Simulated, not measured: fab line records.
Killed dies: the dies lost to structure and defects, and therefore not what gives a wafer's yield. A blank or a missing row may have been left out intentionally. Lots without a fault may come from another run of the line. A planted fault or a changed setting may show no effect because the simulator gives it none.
Which tool was responsible? :: flow berkeleyCmos170 :: 14 lots with 42 wafers sampled at 2 steps, on a route of 331 steps

== WHAT THE GAUGES READ, wafer by wafer ==
UCB170_GATE_THK_MEAS_05. Usual: GATE_POLY_THK typically reads 213.4 nm, with standard deviation 1.6.
lot: L241
measured: day 7 02:51
on: filmMetro-01
GATE_POLY_THK (nm): 212.3 211.8 212.5
flag: 

lot: L242
measured: day 7 09:54
on: filmMetro-04
GATE_POLY_THK (nm): 214.9 216.5 212.6
flag: 

lot: L243
measured: day 7 09:53
on: filmMetro-03
GATE_POLY_THK (nm): 216.7 215.6 213.7
flag: 

lot: L244
measured: day 7 09:51
on: filmMetro-01
GATE_POLY_THK (nm): 211.8 212.9 213.5
flag: 

lot: L245
measured: day 7 17:54
on: filmMetro-03
GATE_POLY_THK (nm): 212.9 213.2 216.0
flag: 

lot: L247
measured: day 8 13:07
on: filmMetro-04
GATE_POLY_THK (nm): 214.1 213.4 211.8
flag: 

lot: L248
measured: day 8 13:07
on: filmMetro-03
GATE_POLY_THK (nm): 215.5 210.9 211.8
flag: 

lot: L256
measured: day 10 12:00
on: filmMetro-04
GATE_POLY_THK (nm): 295.5 292.4 294.4
flag: OFF

lot: L257
measured: day 10 12:01
on: filmMetro-03
GATE_POLY_THK (nm): 291.6 292.6 291.5
flag: OFF

lot: L258
measured: day 11 06:32
on: filmMetro-04
GATE_POLY_THK (nm): 214.5 212.3 213.6
flag: 

lot: L259
measured: day 11 13:35
on: filmMetro-01
GATE_POLY_THK (nm): 211.4 211.8 214.3
flag: 

lot: L260
measured: day 11 13:40
on: filmMetro-04
GATE_POLY_THK (nm): 214.3 212.7 214.9
flag: 

lot: L262
measured: day 11 13:39
on: filmMetro-03
GATE_POLY_THK (nm): 214.1 214.5 214.2
flag: 

lot: L264
measured: day 12 03:34
on: filmMetro-03
GATE_POLY_THK (nm): 213.8 213.1 213.5
flag: 

== WHICH TOOL RAN EACH LOT (tool, then ch and the chambers of the sampled wafers, then the start) ==
lot: L241
UCB170_GATE_CVD_04: lpcvd-01 ch 0, day 7 00:44

lot: L242
UCB170_GATE_CVD_04: lpcvd-02 ch 0, day 7 08:26

lot: L243
UCB170_GATE_CVD_04: lpcvd-02 ch 0, day 7 08:26

lot: L244
UCB170_GATE_CVD_04: lpcvd-02 ch 1, day 7 08:26

lot: L245
UCB170_GATE_CVD_04: lpcvd-01 ch 1, day 7 15:47

lot: L247
UCB170_GATE_CVD_04: lpcvd-01 ch 1, day 8 11:43

lot: L248
UCB170_GATE_CVD_04: lpcvd-01 ch 0, day 8 11:43

lot: L256
UCB170_GATE_CVD_04: lpcvd-02 ch 1, day 10 10:36

lot: L257
UCB170_GATE_CVD_04: lpcvd-02 ch 1, day 10 10:36

lot: L258
UCB170_GATE_CVD_04: lpcvd-01 ch 0, day 11 05:08

lot: L259
UCB170_GATE_CVD_04: lpcvd-01 ch 0, day 11 12:11

lot: L260
UCB170_GATE_CVD_04: lpcvd-01 ch 1, day 11 12:11

lot: L262
UCB170_GATE_CVD_04: lpcvd-01 ch 1, day 11 12:11

lot: L264
UCB170_GATE_CVD_04: lpcvd-01 ch 0, day 12 02:10
- UCB170_GATE_CVD_04: deposits poly-Si from SiH4, time 1440 s, target thk 214 nm.

== WHAT THE TOOLS THEMSELVES READ (means of the sampled wafers that have a number; where no wafer has one, the mark that the record gives instead) ==
UCB170_GATE_CVD_04. Usual: 120.0 sccm for sih4FlowSccm, sd 0.37.
lot: L241
tool: lpcvd-01
sih4FlowSccm (sccm): 119.8
flag: 

lot: L242
tool: lpcvd-02
sih4FlowSccm (sccm): 119.9
flag: 

lot: L243
tool: lpcvd-02
sih4FlowSccm (sccm): 120.1
flag: 

lot: L244
tool: lpcvd-02
sih4FlowSccm (sccm): 120.2
flag: 

lot: L245
tool: lpcvd-01
sih4FlowSccm (sccm): 119.9
flag: 

lot: L247
tool: lpcvd-01
sih4FlowSccm (sccm): 120.2
flag: 

lot: L248
tool: lpcvd-01
sih4FlowSccm (sccm): 120.2
flag: 

lot: L256
tool: lpcvd-02
sih4FlowSccm (sccm): 119.6
flag: 

lot: L257
tool: lpcvd-02
sih4FlowSccm (sccm): 119.6
flag: 

lot: L258
tool: lpcvd-01
sih4FlowSccm (sccm): 119.6
flag: 

lot: L259
tool: lpcvd-01
sih4FlowSccm (sccm): 120.0
flag: 

lot: L260
tool: lpcvd-01
sih4FlowSccm (sccm): 120.1
flag: 

lot: L262
tool: lpcvd-01
sih4FlowSccm (sccm): 120.0
flag: 

lot: L264
tool: lpcvd-01
sih4FlowSccm (sccm): 119.9
flag: 

== THE ANSWER, worked out from the rows above alone ==
Rule: take the mean of a lot's wafers that have a number; if it is more than 3 standard deviations from the usual mean, the lot is off. Also off: a lot with no number at a reading for which 4 or more lots have one. Any other lot the step has rows for is counted as sound. First the gauges in route order, then the tools' own readings, where a lot's mean is used as printed above. At the first step where some lot is off, the reading lying furthest off is the one used; lots without a number count as furthest.
Off: L256, L257, at UCB170_GATE_THK_MEAS_05 (GATE_POLY_THK).
A tool fits if, at a process step before that reading, it ran every lot that is off, and no sound lot after the first of them. Those tools and the gauges at UCB170_GATE_THK_MEAS_05 are tried in the same way. One fits: lpcvd-02 at UCB170_GATE_CVD_04. Its last sound lot is L242 (day 7 08:26), its first lot that is off L256 (day 10 10:36): a fault that began between those two fits.

== WHAT THE SIMULATOR HAD INSERTED ==
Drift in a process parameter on lpcvd-02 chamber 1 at UCB170_GATE_CVD_04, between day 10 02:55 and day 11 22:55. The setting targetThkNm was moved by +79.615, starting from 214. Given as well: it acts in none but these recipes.
Shown lots that were struck: L256, L257. The rule above reached the same finding.
